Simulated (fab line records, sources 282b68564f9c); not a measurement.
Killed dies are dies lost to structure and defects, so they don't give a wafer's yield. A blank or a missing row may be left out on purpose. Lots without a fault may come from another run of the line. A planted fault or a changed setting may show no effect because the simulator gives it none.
A struck lot beside a sound one | flow rit_cmos | 5 steps out of a route of 202
Sound: wafers L660.2, L660.3, L660.5. Struck: wafers L670.1, L670.2, L670.3. The cause comes at the end.
At each step with rows: each side's tool, then ch and its chambers, then its first start. Under that, the readings that differ: sound wafers | struck wafers | difference of the means | sigmas: that difference in standard deviations of wafers without a fault.
alike: readings whose means differ by less than 2 such deviations, and words and numbers that are the same on both sides. not compared: withheld readings, readings that some wafer has no value for, bounds like >300 that may hide the same value, and numbers for which the record gives no deviation and whose values overlap.
The two part at a step that has a row with sigmas, a row that says differs or no value, or rows on one side only. Numbers that don't overlap but have no deviation are shown without sigmas and don't part them. A reading that every wafer of one side lacks parts them only if that side has two wafers or more.

RIT_ACTIVE_BOW_MEAS_00:
  sound on film_metro-03, day 1 15:01; struck on film_metro-03, day 3 17:00
  reading           | sound    | struck   | difference | sigmas
  INCOMING_BOW (um) | 11 10 15 | -12 -8 1 | -18        | -3
then, 1 step without rows for these wafers: RIT_ACTIVE_OXIDATION_01 (target thk 46.8 nm, ox time 3360 s).
RIT_ACTIVE_THK_MEAS_02:
  sound on film_metro-02, day 1 17:05; struck on film_metro-04, day 3 19:03
  reading               | sound          | struck         | difference | sigmas
  ACTIVE_OXIDE_THK (nm) | 48.2 47.9 48.2 | 50.3 50.5 50.9 | +2.5       | +3
then, 1 step without rows for these wafers: RIT_ACTIVE_CVD_03 (deposits Si3N4 from SiH2Cl2/NH3, target thk 150 nm, time 1500 s).
RIT_M1_PROBE_99:
  sound on prober-01, day 3 18:02; struck on prober-02, day 5 15:55
  alike: killed_at_front_end, killed_dies, killed_open, killed_short

WHERE THEY PART
First at RIT_ACTIVE_BOW_MEAS_00; last, within this record, at RIT_ACTIVE_THK_MEAS_02. Later steps at which nothing parts them and some readings are alike: RIT_M1_PROBE_99.

WHY: what the simulator had put in
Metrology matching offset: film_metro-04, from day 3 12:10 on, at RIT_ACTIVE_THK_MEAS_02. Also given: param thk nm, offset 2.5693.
